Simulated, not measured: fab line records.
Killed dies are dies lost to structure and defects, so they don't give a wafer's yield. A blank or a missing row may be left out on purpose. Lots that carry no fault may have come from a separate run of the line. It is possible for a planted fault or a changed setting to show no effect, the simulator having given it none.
Split-lot trial / flow berkeley cmos170 / on a route of 331 steps: 5 lots, 23 wafers read

## THE SPLIT ITSELF
At UCB170_M2_SPUTTER_01 (material Al, target thk 900 nm, time 120 s), the setting power w was moved away from the recipe's 6000 W on 11 of the 23 wafers read, by -7.7% to +7.1%. All remaining wafers had this setting at the recipe value.

## FROM THE SPLIT TO THE READING: what the file shows between them, 6 steps
- UCB170_M2_RS_MEAS_02: measures by four-point-probe
- UCB170_M2_THK_MEAS_03: measures by xrf
- UCB170_M2_STRIP_07: strips in O2 (also split here: o2 flow sccm)
- UCB170_M2_STRIP_08: strips KrF in DMSO, time 600 s
- UCB170_M2_COAT_09
- UCB170_M2_ETCH_17: etches BARC in N2/H2

## THE READING
oes product au, in a.u., at UCB170_M2_METAL_ETCH_18 (etches Al in Cl2/BCl3, stops on SiO2, target depth 1170 nm, time 195 s). A value of 0.852 a.u. with a standard deviation of 0.012 a.u. is what fault-free wafers of this fab line usually give.

wafer=L075.1; tool, chamber at the split=pvd sputter-02, -; power w as run, W=6000; against the recipe=recipe; oes product au, a.u.=0.844; against lot-mates on the recipe=-
wafer=L075.2; tool, chamber at the split=pvd sputter-02, -; power w as run, W=5630; against the recipe=-6.2%; oes product au, a.u.=0.833; against lot-mates on the recipe=-0.008
wafer=L075.3; tool, chamber at the split=pvd sputter-02, -; power w as run, W=6000; against the recipe=recipe; oes product au, a.u.=0.837; against lot-mates on the recipe=-
wafer=L075.4; tool, chamber at the split=pvd sputter-02, -; power w as run, W=5630; against the recipe=-6.2%; oes product au, a.u.=0.840; against lot-mates on the recipe=-0.001
wafer=L075.6; tool, chamber at the split=pvd sputter-02, -; power w as run, W=5630; against the recipe=-6.2%; oes product au, a.u.=0.819; against lot-mates on the recipe=-0.022
wafer=L076.2; tool, chamber at the split=pvd sputter-03, -; power w as run, W=5583; against the recipe=-7.0%; oes product au, a.u.=0.819; against lot-mates on the recipe=-0.044
wafer=L076.3; tool, chamber at the split=pvd sputter-03, -; power w as run, W=6000; against the recipe=recipe; oes product au, a.u.=0.854; against lot-mates on the recipe=-
wafer=L076.4; tool, chamber at the split=pvd sputter-03, -; power w as run, W=6000; against the recipe=recipe; oes product au, a.u.=0.865; against lot-mates on the recipe=-
wafer=L076.5; tool, chamber at the split=pvd sputter-03, -; power w as run, W=6000; against the recipe=recipe; oes product au, a.u.=0.871; against lot-mates on the recipe=-
wafer=L076.6; tool, chamber at the split=pvd sputter-03, -; power w as run, W=5583; against the recipe=-7.0%; oes product au, a.u.=0.826; against lot-mates on the recipe=-0.037
wafer=L078.2; tool, chamber at the split=pvd sputter-03, -; power w as run, W=5536; against the recipe=-7.7%; oes product au, a.u.=0.819; against lot-mates on the recipe=-0.026
wafer=L078.3; tool, chamber at the split=pvd sputter-03, -; power w as run, W=5536; against the recipe=-7.7%; oes product au, a.u.=0.830; against lot-mates on the recipe=-0.015
wafer=L078.4; tool, chamber at the split=pvd sputter-03, -; power w as run, W=6000; against the recipe=recipe; oes product au, a.u.=0.844; against lot-mates on the recipe=-
wafer=L078.5; tool, chamber at the split=pvd sputter-03, -; power w as run, W=5536; against the recipe=-7.7%; oes product au, a.u.=0.824; against lot-mates on the recipe=-0.021
wafer=L078.6; tool, chamber at the split=pvd sputter-03, -; power w as run, W=6000; against the recipe=recipe; oes product au, a.u.=0.845; against lot-mates on the recipe=-
wafer=L081.1; tool, chamber at the split=pvd sputter-04, -; power w as run, W=6000; against the recipe=recipe; oes product au, a.u.=0.842; against lot-mates on the recipe=-
wafer=L081.3; tool, chamber at the split=pvd sputter-04, -; power w as run, W=6000; against the recipe=recipe; oes product au, a.u.=0.851; against lot-mates on the recipe=-
wafer=L081.4; tool, chamber at the split=pvd sputter-04, -; power w as run, W=6000; against the recipe=recipe; oes product au, a.u.=0.846; against lot-mates on the recipe=-
wafer=L084.1; tool, chamber at the split=pvd sputter-03, -; power w as run, W=6000; against the recipe=recipe; oes product au, a.u.=0.853; against lot-mates on the recipe=-
wafer=L084.2; tool, chamber at the split=pvd sputter-03, -; power w as run, W=6429; against the recipe=+7.1%; oes product au, a.u.=0.890; against lot-mates on the recipe=+0.035
wafer=L084.3; tool, chamber at the split=pvd sputter-03, -; power w as run, W=6000; against the recipe=recipe; oes product au, a.u.=0.857; against lot-mates on the recipe=-
wafer=L084.5; tool, chamber at the split=pvd sputter-03, -; power w as run, W=6429; against the recipe=+7.1%; oes product au, a.u.=0.878; against lot-mates on the recipe=+0.023
wafer=L084.6; tool, chamber at the split=pvd sputter-03, -; power w as run, W=6429; against the recipe=+7.1%; oes product au, a.u.=0.890; against lot-mates on the recipe=+0.035

FIT RESULTS
A straight line over all 23 wafers: oes product au changes by +0.00406 a.u. for each +1% of power w; r = +0.91; the points scatter about the line by 0.0089 a.u.
The same after taking each lot's own level away (the mean of its wafers on the recipe; 23 wafers): +0.00358 a.u. for each +1%; r = +0.88; scatter 0.0092 a.u.
On that fit, the largest move of power w shifts the reading by 0.028 a.u.
From 0.8405 to 0.8633 a.u.: that is the span of the lots' own levels, equal to 1.9 times the standard deviation above.
In other words, the slope is changed by the lot-to-lot level; the two fits disagree.
Check: for one of the wafers moved furthest among these (-7.7%), held out of the fit, the line's prediction against its lot-mates is -0.0259 a.u. It came out at -0.0255 a.u. against them.

## THESE WAFERS: OTHER SPLITS
Note: prior to the reading, these wafers also went through further splits. Each is held against what the fit with the lots' levels taken away leaves over:
other split on the same wafers=UCB170_M2_STRIP_07 o2 flow sccm; wafers away from the commonest value=7; r with oes product au (lot level and that fit taken away)=+0.23

## THE WHOLE CHAIN: every reading that the file lists as answering this split, in the file's order
step=UCB170_M2_SPUTTER_01; what it does=material Al, target thk 900 nm, time 120 s; reading=Al_of_M2_SPUTTER_01.thk nm (the simulator's own value, which no gauge read); change (the file's fit)=+8.4 nm for each +1% of the setting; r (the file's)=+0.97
step=UCB170_M2_RS_MEAS_02; what it does=measures by four-point-probe; reading=M2_AL_RS; change (the file's fit)=-0.000312 for each +1% of the setting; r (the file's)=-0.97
step=UCB170_M2_THK_MEAS_03; what it does=measures by xrf; reading=M2_AL_THK; change (the file's fit)=+8.21 for each +1% of the setting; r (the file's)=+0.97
step=UCB170_M2_METAL_ETCH_18; what it does=etches Al in Cl2/BCl3, stops on SiO2, target depth 1170 nm, time 195 s; reading=oes product au; change (the file's fit)=+0.00367 a.u. for each +1% of the setting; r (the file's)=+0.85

## THE FILE'S OWN FIT
oes product au changes by +0.00367 a.u. for each +1% of power w, r = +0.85.
